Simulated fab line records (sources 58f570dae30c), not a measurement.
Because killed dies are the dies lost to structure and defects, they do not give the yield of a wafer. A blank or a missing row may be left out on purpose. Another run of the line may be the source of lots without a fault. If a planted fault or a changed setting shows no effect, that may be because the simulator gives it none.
Which tool is to blame?	flow berkeley_cmos170	15 lots with 45 wafers sampled at 5 steps, on a route of 331 steps

WHAT THE GAUGES READ, wafer by wafer
UCB170_NSD_CD_MEAS_06: the cd target is 1200 nm. Usual: cd_nm reads 1199.5 nm (standard deviation 1.3).
lot	measured	on	cd_nm (nm)	flag
L812	day 6 19:25	cd_sem-01	1198.5 1199.5 1200.0	
L814	day 7 03:17	cd_sem-02	1202.1 1200.0 1200.3	
L815	day 7 13:07	cd_sem-01	1200.5 1200.3 1199.8	
L816	day 7 12:41	cd_sem-01	1199.1 1200.5 1198.3	
L818	day 7 20:10	cd_sem-01	1201.6 1198.9 1199.5	
L817	day 7 20:29	cd_sem-01	1198.2 1197.5 1198.4	
L819	day 8 10:26	cd_sem-01	1200.1 1198.6 1200.1	
L821	day 8 16:25	cd_sem-02	1197.6 1197.7 1198.9	
L822	day 8 17:01	cd_sem-02	1197.2 1197.3 1196.9	
L826	day 9 18:59	cd_sem-01	1200.9 1201.4 1199.1	
L825	day 9 19:50	cd_sem-02	1200.1 1200.6 1198.6	
L828	day 10 03:02	cd_sem-01	1199.5 1200.5 1201.2	
L831	day 11 00:30	cd_sem-01	1198.9 1197.6 1197.6	
L832	day 11 00:43	cd_sem-01	1200.4 1201.1 1199.4	
L834	day 11 05:13	cd_sem-02	1199.9 1199.8 1199.0	

UCB170_M1_CD_MEAS_09: the cd target is 700 nm. Usual: cd_nm reads 700.4 nm (standard deviation 1.1).
lot	measured	on	cd_nm (nm)	flag
L812	day 7 04:19	cd_sem-02	700.3 700.1 701.7	
L814	day 7 11:38	cd_sem-01	700.1 700.1 699.8	
L815	day 7 22:35	cd_sem-02	701.2 699.4 700.4	
L816	day 7 21:50	cd_sem-01	699.9 699.8 700.9	
L818	day 8 05:15	cd_sem-01	698.4 697.8 698.3	
L817	day 8 05:01	cd_sem-02	702.5 701.2 700.9	
L819	day 8 20:28	cd_sem-02	701.2 701.3 700.4	
L821	day 9 02:50	cd_sem-02	702.5 702.2 700.8	
L822	day 9 03:13	cd_sem-01	700.3 700.5 699.2	
L826	day 10 04:35	cd_sem-02	700.3 698.0 699.9	
L825	day 10 06:49	cd_sem-02	700.1 698.6 700.7	
L828	day 10 11:28	cd_sem-01	700.6 700.2 700.2	
L831	day 11 09:39	cd_sem-02	698.9 691.6 695.9	OFF
L832	day 11 09:42	cd_sem-01	697.3 696.5 697.1	OFF
L834	day 11 16:41	cd_sem-02	696.9 690.8 696.7	OFF

EACH LOT AND THE TOOL THAT RAN IT (in order: tool; ch and the chambers of the sampled wafers; start)
lot	UCB170_SPACER_CVD_00	UCB170_SDANNEAL_RTA_00	UCB170_M1_EXPOSE_06
L812	pecvd-03 ch 0,1,2, day 6 10:27	rtp_anneal-01 ch 0, day 6 20:51	krf_scanner-01 ch 0, day 7 03:53
L814	pecvd-01 ch 0,1, day 6 20:28	rtp_anneal-01 ch 0, day 7 04:39	krf_scanner-02 ch 0, day 7 11:02
L815	pecvd-01 ch 0,2, day 7 04:05	rtp_anneal-01 ch 0, day 7 14:32	krf_scanner-01 ch 0, day 7 22:12
L816	pecvd-01 ch 1,2, day 7 04:28	rtp_anneal-02 ch 0, day 7 14:03	krf_scanner-02 ch 0, day 7 21:27
L818	pecvd-03 ch 0,1, day 7 11:10	rtp_anneal-02 ch 0, day 7 21:32	krf_scanner-01 ch 0, day 8 04:46
L817	pecvd-01 ch 0,1,2, day 7 11:46	rtp_anneal-01 ch 0, day 7 21:56	krf_scanner-02 ch 0, day 8 04:32
L819	pecvd-02 ch 0,1,2, day 8 04:20	rtp_anneal-02 ch 0, day 8 13:32	krf_scanner-01 ch 0, day 8 20:04
L821	pecvd-03 ch 0,2, day 8 10:36	rtp_anneal-02 ch 0, day 8 18:12	krf_scanner-01 ch 0, day 9 02:27
L822	pecvd-02 ch 0,1,2, day 8 10:57	rtp_anneal-02 ch 0, day 8 18:38	krf_scanner-01 ch 0, day 9 02:42
L826	pecvd-03 ch 1,2, day 9 10:52	rtp_anneal-01 ch 0, day 9 20:39	krf_scanner-02 ch 0, day 10 04:12
L825	pecvd-01 ch 0,1, day 9 11:19	rtp_anneal-01 ch 0, day 9 21:32	krf_scanner-02 ch 0, day 10 06:25
L828	pecvd-01 ch 0,1,2, day 9 20:50	rtp_anneal-02 ch 0, day 10 04:28	krf_scanner-01 ch 0, day 10 10:57
L831	pecvd-03 ch 0,2, day 10 16:41	rtp_anneal-02 ch 0, day 11 02:01	krf_scanner-01 ch 0, day 11 09:06
L832	pecvd-01 ch 0,1,2, day 10 16:58	rtp_anneal-01 ch 0, day 11 02:08	krf_scanner-01 ch 0, day 11 09:17
L834	pecvd-03 ch 0,2, day 10 22:56	rtp_anneal-01 ch 0, day 11 06:50	krf_scanner-01 ch 0, day 11 16:17
- UCB170_SPACER_CVD_00: deposits SiO2 from TEOS/O2, target thk 376 nm, time 47 s.
- UCB170_SDANNEAL_RTA_00: time 10 s.
- UCB170_M1_EXPOSE_06: exposes mask METAL1, target cd 700 nm.

AS READ BY THE TOOLS THEMSELVES (means over the sampled wafers that have a number; for cases with no such wafer, the mark the record gives instead)
UCB170_SPACER_CVD_00. Usual: heater_power_w 275 W, standard deviation 64; pressure_mtorr 9003 mTorr, standard deviation 18.
lot	tool	heater_power_w (W)	pressure_mtorr (mTorr)	flag
L812	pecvd-03	293	9013	
L814	pecvd-01	252	8995	
L815	pecvd-01	275	9012	
L816	pecvd-01	291	9012	
L818	pecvd-03	300	8982	
L817	pecvd-01	286	9020	
L819	pecvd-02	242	9002	
L821	pecvd-03	251	9002	
L822	pecvd-02	261	9005	
L826	pecvd-03	299	9020	
L825	pecvd-01	273	9000	
L828	pecvd-01	289	9000	
L831	pecvd-03	257	8992	
L832	pecvd-01	288	9005	
L834	pecvd-03	271	9004	

UCB170_SDANNEAL_RTA_00. Usual: lamp_power_pct 23.5 %, standard deviation 1.1; wafer_temp_C_max 904.2, standard deviation 0.99.
lot	tool	lamp_power_pct (%)	wafer_temp_C_max	flag
L812	rtp_anneal-01	22.6	904.4	
L814	rtp_anneal-01	22.6	904.7	
L815	rtp_anneal-01	22.6	904.5	
L816	rtp_anneal-02	24.8	903.7	
L818	rtp_anneal-02	24.7	903.5	
L817	rtp_anneal-01	22.6	905.2	
L819	rtp_anneal-02	24.8	904.2	
L821	rtp_anneal-02	24.8	902.7	
L822	rtp_anneal-02	24.7	903.3	
L826	rtp_anneal-01	22.6	904.1	
L825	rtp_anneal-01	22.6	905.1	
L828	rtp_anneal-02	24.8	904.0	
L831	rtp_anneal-02	24.8	903.0	
L832	rtp_anneal-01	22.6	904.1	
L834	rtp_anneal-01	22.6	905.2	

UCB170_M1_EXPOSE_06. Usual: exposure_dose_mJ_cm2 reads 20.989 (standard deviation 0.022).
lot	tool	exposure_dose_mJ_cm2	flag
L812	krf_scanner-01	21.013	
L814	krf_scanner-02	20.965	
L815	krf_scanner-01	21.000	
L816	krf_scanner-02	20.981	
L818	krf_scanner-01	20.993	
L817	krf_scanner-02	20.983	
L819	krf_scanner-01	21.001	
L821	krf_scanner-01	20.977	
L822	krf_scanner-01	21.006	
L826	krf_scanner-02	20.970	
L825	krf_scanner-02	21.000	
L828	krf_scanner-01	21.030	
L831	krf_scanner-01	20.874	OFF
L832	krf_scanner-01	20.855	OFF
L834	krf_scanner-01	20.704	OFF

THE ANSWER, worked out from the rows above alone
Rule: a lot is off if the mean of its wafers that have a number lies more than 3 standard deviations from the usual mean. Also off: a lot with no number at a reading for which 4 or more lots have one. Where the step has rows for the other lots, those lots are counted as sound. Order of review: gauges by route order, followed by the tools' own readings, for which a lot's mean as printed above is used. The first step at which some lot is off is used, and at that step the reading that is off furthest; a lot without a number counts as furthest.
Off at UCB170_M1_CD_MEAS_09 (cd_nm): L831, L832, L834.
A tool fits if, at a process step before that reading, it ran every lot that is off, and no sound lot after the first of them. Not tried: the gauges at UCB170_M1_CD_MEAS_09; whatever is off there is also off at UCB170_M1_EXPOSE_06, on other tools, and gauge error can't account for it. One candidate fits, namely krf_scanner-01 at UCB170_M1_EXPOSE_06. Its last sound lot is L828 (day 10 10:57), its first lot that is off L831 (day 11 09:06): a fault that began between those two fits.
On the lots that are off, the tool's own readings at UCB170_M1_EXPOSE_06 differ by more than 5 times the standard deviation of the sound lots' means, which bears it out; exposure_dose_mJ_cm2 reads 20.811 there versus 20.993 on the sound lots.

WHAT THE SIMULATOR HAD INSERTED
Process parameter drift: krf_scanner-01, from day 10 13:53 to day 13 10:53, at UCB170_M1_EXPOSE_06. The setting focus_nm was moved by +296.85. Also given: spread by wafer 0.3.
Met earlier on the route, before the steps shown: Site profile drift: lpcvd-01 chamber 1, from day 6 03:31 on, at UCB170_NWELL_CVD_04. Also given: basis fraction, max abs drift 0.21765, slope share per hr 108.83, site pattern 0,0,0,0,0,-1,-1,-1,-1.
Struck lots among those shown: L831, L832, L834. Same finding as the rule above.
